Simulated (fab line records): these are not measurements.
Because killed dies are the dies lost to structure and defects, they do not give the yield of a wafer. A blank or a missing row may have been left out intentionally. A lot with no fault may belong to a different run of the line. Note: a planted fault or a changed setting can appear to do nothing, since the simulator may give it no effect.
fab line records / flow rit-cmos
record lots=6 wafers=18 last-day=7
route steps=202 shown ACTIVE@18 FOX1@20 FOX2@23 NWELL@28 M1@202
lots untouched by any fault: they come from a run of this same line in which no faults occurred
start-h: start of the lot's first displayed wafer, in hours after the record's first day / wait-h: hours from the lot's prior step to this one / " identical to the entry in the row above / L1.1+2: one row covering several wafers at once / - no value present, or no start provided / * or withheld: withheld / < > ~ a bound
route shown NAME@n: NAME is a module with steps in the file, n the number in the route of the first one / usual: mean/standard deviation of fault-free wafers / same: alike in all rows / chamber/n: place in a boat / sites: the reading at each site / _std_site: the values' standard deviation / _edge_site: outer sites' mean less inner sites' / radius-mm: for every site, how far away it sits from the centre of the wafer / mask NAME#n: copy n / behind: the tool/chamber that last shaped the wafer / hold: why the lot went on hold/how many hours it stayed there/how the hold came to an end / device: the n, p or np transistor that did not switch / end of line: tests run on the same wafers once the route is complete / a step given without rows: its recipe and nothing more / killed: at the first sort, the dies lost to defects and structure; wafer yield is something else / map: the dies of a wafer, with x for killed, . for not killed, _ for no die there
set.NAME: the setting as run; set.NAME@STEP: as run at that earlier step / model.NAME: the simulator's own value behind a step, which no gauge read
a table for each step, a row for each wafer; lots at some steps of the route
## steps
# step RIT_ACTIVE_CLEAN_16
# recipe chemistry=dHF dilution=50:1 time-s=30
# step RIT_ACTIVE_CLEAN_17
# recipe chemistry=SC2 mix=3:3:50 time-s=600 temp-c=75 dry=n2-spin
# step RIT_FOX1_OXIDATION_00
# recipe temp-c=1100 ambient=H2O target-thk-a=3507 p-h2o-torr=720 ox-time-s=1130
# step RIT_FOX1_THK_MEAS_01
# recipe reads=SiO2_of_FOX1_OXIDATION_00
# usual FOX1_OXIDE_THK=347/6.3
lot.wafer=L386.2 tool=film-metro-01 chamber=- start-h=56.86 wait-h=0.0 FOX1_OXIDE_THK[nm]=341
lot.wafer=L386.3 tool=film-metro-01 chamber=- start-h=56.86 wait-h=0.0 FOX1_OXIDE_THK[nm]=345
lot.wafer=L386.5 tool=film-metro-01 chamber=- start-h=56.86 wait-h=0.0 FOX1_OXIDE_THK[nm]=347
lot.wafer=L387.1 tool=film-metro-01 chamber=- start-h=62.05 wait-h=0.0 FOX1_OXIDE_THK[nm]=350
lot.wafer=L387.3 tool=film-metro-01 chamber=- start-h=62.05 wait-h=0.0 FOX1_OXIDE_THK[nm]=348
lot.wafer=L387.4 tool=film-metro-01 chamber=- start-h=62.05 wait-h=0.0 FOX1_OXIDE_THK[nm]=346
lot.wafer=L388.3 tool=film-metro-02 chamber=- start-h=68.39 wait-h=0.0 FOX1_OXIDE_THK[nm]=350
lot.wafer=L388.5 tool=film-metro-02 chamber=- start-h=68.39 wait-h=0.0 FOX1_OXIDE_THK[nm]=345
lot.wafer=L388.6 tool=film-metro-02 chamber=- start-h=68.39 wait-h=0.0 FOX1_OXIDE_THK[nm]=342
lot.wafer=L391.4 tool=film-metro-01 chamber=- start-h=82.68 wait-h=0.0 FOX1_OXIDE_THK[nm]=346
lot.wafer=L391.5 tool=film-metro-01 chamber=- start-h=82.68 wait-h=0.0 FOX1_OXIDE_THK[nm]=346
lot.wafer=L391.6 tool=film-metro-01 chamber=- start-h=82.68 wait-h=0.0 FOX1_OXIDE_THK[nm]=348
lot.wafer=L399.1 tool=film-metro-01 chamber=- start-h=123.16 wait-h=0.0 FOX1_OXIDE_THK[nm]=348
lot.wafer=L399.3 tool=film-metro-01 chamber=- start-h=123.16 wait-h=0.0 FOX1_OXIDE_THK[nm]=356
lot.wafer=L399.6 tool=film-metro-01 chamber=- start-h=123.16 wait-h=0.0 FOX1_OXIDE_THK[nm]=344
lot.wafer=L400.1 tool=film-metro-01 chamber=- start-h=127.53 wait-h=0.0 FOX1_OXIDE_THK[nm]=355
lot.wafer=L400.2 tool=film-metro-01 chamber=- start-h=127.53 wait-h=0.0 FOX1_OXIDE_THK[nm]=356
lot.wafer=L400.6 tool=film-metro-01 chamber=- start-h=127.53 wait-h=0.0 FOX1_OXIDE_THK[nm]=357
# step RIT_FOX1_WET_ETCH_02
# recipe chemistry=BOE target-depth-nm=350 time-s=390 temp-c=21.5 dry=n2-spin dilution=10:1 target=SiO2
# step RIT_FOX2_OXIDATION_00
# recipe temp-c=1100 ambient=H2O target-thk-a=3507 p-h2o-torr=720 ox-time-s=1130
# step RIT_FOX2_THK_MEAS_01
# recipe reads=SiO2_of_FOX2_OXIDATION_00
# usual FOX2_OXIDE_THK=350/6.6
lot.wafer=L386.2 tool=film-metro-01 chamber=- start-h=58.35 wait-h=0.0 FOX2_OXIDE_THK[nm]=360
lot.wafer=L386.3 tool=film-metro-01 chamber=- start-h=58.35 wait-h=0.0 FOX2_OXIDE_THK[nm]=360
lot.wafer=L386.5 tool=film-metro-01 chamber=- start-h=58.35 wait-h=0.0 FOX2_OXIDE_THK[nm]=355
lot.wafer=L387.1 tool=film-metro-04 chamber=- start-h=63.54 wait-h=0.0 FOX2_OXIDE_THK[nm]=343
lot.wafer=L387.3 tool=film-metro-04 chamber=- start-h=63.54 wait-h=0.0 FOX2_OXIDE_THK[nm]=344
lot.wafer=L387.4 tool=film-metro-04 chamber=- start-h=63.54 wait-h=0.0 FOX2_OXIDE_THK[nm]=340
lot.wafer=L388.3 tool=film-metro-04 chamber=- start-h=69.89 wait-h=0.0 FOX2_OXIDE_THK[nm]=349
lot.wafer=L388.5 tool=film-metro-04 chamber=- start-h=69.89 wait-h=0.0 FOX2_OXIDE_THK[nm]=347
lot.wafer=L388.6 tool=film-metro-04 chamber=- start-h=69.89 wait-h=0.0 FOX2_OXIDE_THK[nm]=351
lot.wafer=L391.4 tool=film-metro-01 chamber=- start-h=84.17 wait-h=0.0 FOX2_OXIDE_THK[nm]=350
lot.wafer=L391.5 tool=film-metro-01 chamber=- start-h=84.17 wait-h=0.0 FOX2_OXIDE_THK[nm]=354
lot.wafer=L391.6 tool=film-metro-01 chamber=- start-h=84.17 wait-h=0.0 FOX2_OXIDE_THK[nm]=356
lot.wafer=L399.1 tool=film-metro-03 chamber=- start-h=124.65 wait-h=0.0 FOX2_OXIDE_THK[nm]=351
lot.wafer=L399.3 tool=film-metro-03 chamber=- start-h=124.65 wait-h=0.0 FOX2_OXIDE_THK[nm]=356
lot.wafer=L399.6 tool=film-metro-03 chamber=- start-h=124.65 wait-h=0.0 FOX2_OXIDE_THK[nm]=352
lot.wafer=L400.1 tool=film-metro-01 chamber=- start-h=129.02 wait-h=0.0 FOX2_OXIDE_THK[nm]=354
lot.wafer=L400.2 tool=film-metro-01 chamber=- start-h=129.02 wait-h=0.0 FOX2_OXIDE_THK[nm]=351
lot.wafer=L400.6 tool=film-metro-01 chamber=- start-h=129.02 wait-h=0.0 FOX2_OXIDE_THK[nm]=353
# step RIT_FOX2_CLEAN_02
# recipe chemistry=dHF dilution=50:1 time-s=180
# step RIT_FOX2_WET_ETCH_03
# recipe chemistry=H3PO4 target=Si3N4 target-depth-nm=195 temp-c=165 time-s=2700
# step RIT_FOX2_THK_MEAS_90
# recipe reads=SiO2_of_FOX2_OXIDATION_00
# usual FIELD_OXIDE_LEFT_1_THK=323/6.6
lot.wafer=L386.2 tool=film-metro-03 chamber=- start-h=59.30 wait-h=0.0 FIELD_OXIDE_LEFT_1_THK[nm]=333
lot.wafer=L386.3 tool=film-metro-03 chamber=- start-h=59.30 wait-h=0.0 FIELD_OXIDE_LEFT_1_THK[nm]=332
lot.wafer=L386.5 tool=film-metro-03 chamber=- start-h=59.30 wait-h=0.0 FIELD_OXIDE_LEFT_1_THK[nm]=327
lot.wafer=L387.1 tool=film-metro-04 chamber=- start-h=64.42 wait-h=0.0 FIELD_OXIDE_LEFT_1_THK[nm]=316
lot.wafer=L387.3 tool=film-metro-04 chamber=- start-h=64.42 wait-h=0.0 FIELD_OXIDE_LEFT_1_THK[nm]=317
lot.wafer=L387.4 tool=film-metro-04 chamber=- start-h=64.42 wait-h=0.0 FIELD_OXIDE_LEFT_1_THK[nm]=313
lot.wafer=L388.3 tool=film-metro-01 chamber=- start-h=70.77 wait-h=0.0 FIELD_OXIDE_LEFT_1_THK[nm]=321
lot.wafer=L388.5 tool=film-metro-01 chamber=- start-h=70.77 wait-h=0.0 FIELD_OXIDE_LEFT_1_THK[nm]=320
lot.wafer=L388.6 tool=film-metro-01 chamber=- start-h=70.77 wait-h=0.0 FIELD_OXIDE_LEFT_1_THK[nm]=324
lot.wafer=L391.4 tool=film-metro-04 chamber=- start-h=85.05 wait-h=0.0 FIELD_OXIDE_LEFT_1_THK[nm]=323
lot.wafer=L391.5 tool=film-metro-04 chamber=- start-h=85.05 wait-h=0.0 FIELD_OXIDE_LEFT_1_THK[nm]=328
lot.wafer=L391.6 tool=film-metro-04 chamber=- start-h=85.05 wait-h=0.0 FIELD_OXIDE_LEFT_1_THK[nm]=329
lot.wafer=L399.1 tool=film-metro-03 chamber=- start-h=125.60 wait-h=0.0 FIELD_OXIDE_LEFT_1_THK[nm]=324
lot.wafer=L399.3 tool=film-metro-03 chamber=- start-h=125.60 wait-h=0.0 FIELD_OXIDE_LEFT_1_THK[nm]=328
lot.wafer=L399.6 tool=film-metro-03 chamber=- start-h=125.60 wait-h=0.0 FIELD_OXIDE_LEFT_1_THK[nm]=325
lot.wafer=L400.1 tool=film-metro-04 chamber=- start-h=129.90 wait-h=0.0 FIELD_OXIDE_LEFT_1_THK[nm]=326
lot.wafer=L400.2 tool=film-metro-04 chamber=- start-h=129.90 wait-h=0.0 FIELD_OXIDE_LEFT_1_THK[nm]=323
lot.wafer=L400.6 tool=film-metro-04 chamber=- start-h=129.90 wait-h=0.0 FIELD_OXIDE_LEFT_1_THK[nm]=325
# step RIT_NWELL_HMDS_00
# recipe prime-time-s=62.11 prime-temp-c=140
# step RIT_NWELL_COAT_01
# recipe resist=NOVOLAK spin-rpm=2000 resist-thk-nm=1300
# step RIT_NWELL_SOFTBAKE_02
# recipe resist=NOVOLAK temp-c=90 time-s=60
# usual heater-power-total-W=34.56/0.052 run-length-s=88.96/0.16
lot.wafer=L386.2 tool=litho-track-03 chamber=0 start-h=59.67 wait-h=0.1 heater-power-total-W=34.59 run-length-s=88.79 model.NOVOLAK_of_NWELL_COAT_01.thk-nm=1297
lot.wafer=L386.3 tool=litho-track-03 chamber=0 start-h=59.67 wait-h=0.1 heater-power-total-W=34.62 run-length-s=88.64 model.NOVOLAK_of_NWELL_COAT_01.thk-nm=1299
lot.wafer=L386.5 tool=litho-track-03 chamber=0 start-h=59.67 wait-h=0.1 heater-power-total-W=34.54 run-length-s=88.84 model.NOVOLAK_of_NWELL_COAT_01.thk-nm=1296
lot.wafer=L387.1 tool=litho-track-03 chamber=0 start-h=64.78 wait-h=0.1 heater-power-total-W=34.49 run-length-s=129.48 model.NOVOLAK_of_NWELL_COAT_01.thk-nm=1293
lot.wafer=L387.3 tool=litho-track-03 chamber=0 start-h=64.78 wait-h=0.1 heater-power-total-W=34.49 run-length-s=129.44 model.NOVOLAK_of_NWELL_COAT_01.thk-nm=1290
lot.wafer=L387.4 tool=litho-track-03 chamber=0 start-h=64.78 wait-h=0.1 heater-power-total-W=34.54 run-length-s=129.66 model.NOVOLAK_of_NWELL_COAT_01.thk-nm=1291
lot.wafer=L388.3 tool=litho-track-03 chamber=0 start-h=71.16 wait-h=0.1 heater-power-total-W=34.62 run-length-s=129.73 model.NOVOLAK_of_NWELL_COAT_01.thk-nm=1290
lot.wafer=L388.5 tool=litho-track-03 chamber=0 start-h=71.16 wait-h=0.1 heater-power-total-W=34.51 run-length-s=129.45 model.NOVOLAK_of_NWELL_COAT_01.thk-nm=1286
lot.wafer=L388.6 tool=litho-track-03 chamber=0 start-h=71.16 wait-h=0.1 heater-power-total-W=34.59 run-length-s=129.49 model.NOVOLAK_of_NWELL_COAT_01.thk-nm=1289
lot.wafer=L391.4 tool=litho-track-04 chamber=0 start-h=85.45 wait-h=0.1 heater-power-total-W=34.61 run-length-s=88.91 model.NOVOLAK_of_NWELL_COAT_01.thk-nm=1303
lot.wafer=L391.5 tool=litho-track-04 chamber=0 start-h=85.45 wait-h=0.1 heater-power-total-W=34.57 run-length-s=89.13 model.NOVOLAK_of_NWELL_COAT_01.thk-nm=1300
lot.wafer=L391.6 tool=litho-track-04 chamber=0 start-h=85.45 wait-h=0.1 heater-power-total-W=34.48 run-length-s=89.11 model.NOVOLAK_of_NWELL_COAT_01.thk-nm=1299
lot.wafer=L399.1 tool=litho-track-04 chamber=0 start-h=125.96 wait-h=0.1 heater-power-total-W=34.50 run-length-s=89.26 model.NOVOLAK_of_NWELL_COAT_01.thk-nm=1302
lot.wafer=L399.3 tool=litho-track-04 chamber=0 start-h=125.96 wait-h=0.1 heater-power-total-W=34.53 run-length-s=89.32 model.NOVOLAK_of_NWELL_COAT_01.thk-nm=1301
lot.wafer=L399.6 tool=litho-track-04 chamber=0 start-h=125.96 wait-h=0.1 heater-power-total-W=34.53 run-length-s=89.03 model.NOVOLAK_of_NWELL_COAT_01.thk-nm=1298
lot.wafer=L400.1 tool=litho-track-01 chamber=0 start-h=130.26 wait-h=0.1 heater-power-total-W=34.54 run-length-s=88.88 model.NOVOLAK_of_NWELL_COAT_01.thk-nm=1303
lot.wafer=L400.2 tool=litho-track-01 chamber=0 start-h=130.26 wait-h=0.1 heater-power-total-W=34.55 run-length-s=88.87 model.NOVOLAK_of_NWELL_COAT_01.thk-nm=1300
lot.wafer=L400.6 tool=litho-track-01 chamber=0 start-h=130.26 wait-h=0.1 heater-power-total-W=34.58 run-length-s=89.15 model.NOVOLAK_of_NWELL_COAT_01.thk-nm=1299
# step RIT_NWELL_EXPOSE_03
# recipe mask-id=M2 na=0.57 target-cd-nm=43900 dose-mj=250
# step RIT_NWELL_PEB_04
# recipe resist=NOVOLAK temp-c=withheld time-s=withheld
# step RIT_NWELL_DEVELOP_05
# recipe resist=NOVOLAK develop-time-s=68 dev-temp-c=23
lot.wafer=L386.2 tool=litho-track-03 chamber=0 start-h=- wait-h=- model.NOVOLAK_of_NWELL_COAT_01.thk-nm=1297
lot.wafer=L386.3 tool=litho-track-03 chamber=0 start-h=- wait-h=- model.NOVOLAK_of_NWELL_COAT_01.thk-nm=1299
lot.wafer=L386.5 tool=litho-track-03 chamber=0 start-h=- wait-h=- model.NOVOLAK_of_NWELL_COAT_01.thk-nm=1295
lot.wafer=L387.1 tool=litho-track-01 chamber=0 start-h=- wait-h=- model.NOVOLAK_of_NWELL_COAT_01.thk-nm=1293
lot.wafer=L387.3 tool=litho-track-01 chamber=0 start-h=- wait-h=- model.NOVOLAK_of_NWELL_COAT_01.thk-nm=1290
lot.wafer=L387.4 tool=litho-track-01 chamber=0 start-h=- wait-h=- model.NOVOLAK_of_NWELL_COAT_01.thk-nm=1291
lot.wafer=L388.3 tool=litho-track-01 chamber=0 start-h=- wait-h=- model.NOVOLAK_of_NWELL_COAT_01.thk-nm=1290
lot.wafer=L388.5 tool=litho-track-01 chamber=0 start-h=- wait-h=- model.NOVOLAK_of_NWELL_COAT_01.thk-nm=1286
lot.wafer=L388.6 tool=litho-track-01 chamber=0 start-h=- wait-h=- model.NOVOLAK_of_NWELL_COAT_01.thk-nm=1289
lot.wafer=L391.4 tool=litho-track-03 chamber=0 start-h=- wait-h=- model.NOVOLAK_of_NWELL_COAT_01.thk-nm=1302
lot.wafer=L391.5 tool=litho-track-03 chamber=0 start-h=- wait-h=- model.NOVOLAK_of_NWELL_COAT_01.thk-nm=1300
lot.wafer=L391.6 tool=litho-track-03 chamber=0 start-h=- wait-h=- model.NOVOLAK_of_NWELL_COAT_01.thk-nm=1299
lot.wafer=L399.1+3 tool=litho-track-01 chamber=0 start-h=- wait-h=- model.NOVOLAK_of_NWELL_COAT_01.thk-nm=1301
lot.wafer=L399.6 tool=litho-track-01 chamber=0 start-h=- wait-h=- model.NOVOLAK_of_NWELL_COAT_01.thk-nm=1297
lot.wafer=L400.1 tool=litho-track-01 chamber=0 start-h=- wait-h=- model.NOVOLAK_of_NWELL_COAT_01.thk-nm=1303
lot.wafer=L400.2+6 tool=litho-track-01 chamber=0 start-h=- wait-h=- model.NOVOLAK_of_NWELL_COAT_01.thk-nm=1299
# step RIT_NWELL_OVL_MEAS_06
# usual NWELL_OVL=0.0/1.5
lot.wafer=L386.2 tool=overlay-01 chamber=- start-h=60.36 wait-h=- NWELL_OVL[nm]=1.6
lot.wafer=L386.3 tool=overlay-01 chamber=- start-h=60.36 wait-h=- NWELL_OVL[nm]=2.1
lot.wafer=L386.5 tool=overlay-01 chamber=- start-h=60.36 wait-h=- NWELL_OVL[nm]=0.3
lot.wafer=L387.1 tool=overlay-02 chamber=- start-h=65.48 wait-h=- NWELL_OVL[nm]=-1.0
lot.wafer=L387.3 tool=overlay-02 chamber=- start-h=65.48 wait-h=- NWELL_OVL[nm]=-1.3
lot.wafer=L387.4 tool=overlay-02 chamber=- start-h=65.48 wait-h=- NWELL_OVL[nm]=0.5
lot.wafer=L388.3 tool=overlay-01 chamber=- start-h=71.86 wait-h=- NWELL_OVL[nm]=-4.3
lot.wafer=L388.5 tool=overlay-01 chamber=- start-h=71.86 wait-h=- NWELL_OVL[nm]=-1.2
lot.wafer=L388.6 tool=overlay-01 chamber=- start-h=71.86 wait-h=- NWELL_OVL[nm]=-1.7
lot.wafer=L391.4 tool=overlay-01 chamber=- start-h=85.98 wait-h=- NWELL_OVL[nm]=1.2
lot.wafer=L391.5 tool=overlay-01 chamber=- start-h=85.98 wait-h=- NWELL_OVL[nm]=0.5
lot.wafer=L391.6 tool=overlay-01 chamber=- start-h=85.98 wait-h=- NWELL_OVL[nm]=-1.4
lot.wafer=L399.1 tool=overlay-01 chamber=- start-h=126.66 wait-h=- NWELL_OVL[nm]=-1.3
lot.wafer=L399.3 tool=overlay-01 chamber=- start-h=126.66 wait-h=- NWELL_OVL[nm]=-0.9
lot.wafer=L399.6 tool=overlay-01 chamber=- start-h=126.66 wait-h=- NWELL_OVL[nm]=-1.7
lot.wafer=L400.1 tool=overlay-02 chamber=- start-h=131.04 wait-h=- NWELL_OVL[nm]=-0.7
lot.wafer=L400.2 tool=overlay-02 chamber=- start-h=131.04 wait-h=- NWELL_OVL[nm]=1.5
lot.wafer=L400.6 tool=overlay-02 chamber=- start-h=131.04 wait-h=- NWELL_OVL[nm]=1.7
# step RIT_M1_PROBE_99
# usual killed-at-contacts=0.1/0.23 killed-at-front-end=7.3/2.9 killed-dies=7.3/3 killed-open=3.6/1.8 killed-short=3.7/2.1
# same gross-dies=264 killed_at_M0_to_M3=0 killed_at_M4_up=0 killed-at-back-side=0 killed-at-other=0
lot.wafer=L400.1 tool=prober-02 chamber=- start-h=168.63 wait-h=0.1 killed-at-contacts=0 killed-at-front-end=7 killed-dies=7 killed-open=4 killed-short=3
lot.wafer=L400.2 tool=prober-02 chamber=- start-h=168.68 wait-h=0.1 killed-at-contacts=1 killed-at-front-end=5 killed-dies=6 killed-open=1 killed-short=4
lot.wafer=L400.6 tool=prober-02 chamber=- start-h=168.88 wait-h=0.2 killed-at-contacts=0 killed-at-front-end=8 killed-dies=8 killed-open=4 killed-short=4
# killed by level:class
L400.1 SILICIDE:geometric-particle:short=2 FOX1:geometric-particle:open=1 FOX2:geometric-particle:open=1 GATE:geometric-particle:open=1 GATE:geometric-particle:short=1 SPACER:geometric-particle:open=1
L400.2 GATE:geometric-particle:short=2 FOX1:geometric-particle:open=1 FOX1:geometric-particle:short=1 SPACER:geometric-particle:short=1 CONTACT:coat-microbubble-printed=1
L400.6 GATE:geometric-particle:open=4 GATE:geometric-particle:short=3 FOX1:geometric-particle:short=1
## key
first-sign step=RIT_NWELL_SOFTBAKE_02 reading=run-length-s direction=up sigmas=99+ usual=* struck=*
effect none on later readings
model-effect step=RIT_NWELL_SOFTBAKE_02 value=NOVOLAK_of_NWELL_COAT_01.thk-nm without=1302 struck=1290
model-effect step=RIT_NWELL_DEVELOP_05 value=NOVOLAK_of_NWELL_COAT_01.thk-nm without=1301 struck=1290
met-at RIT_NWELL_SOFTBAKE_02
struck-wafers L387.1,L387.3,L387.4,L388.3,L388.5,L388.6
tester-left-out L387,L388
onset-between 59.67 64.78
fault kind=process-parameter-drift tool=litho-track-03 chamber=- onset-h=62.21 steps=RIT_NWELL_SOFTBAKE_02 channel=time-s offset=* shape=step end-h=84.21 acts-in=* stated=*
# tester-left-out: of these lots the tester's yield and bins aren't shown, on N5 and GAA mostly nor the transistor test; their killed dies are dies lost to structure and defects alone, not to doping, threshold or leakage, so they don't give the yield
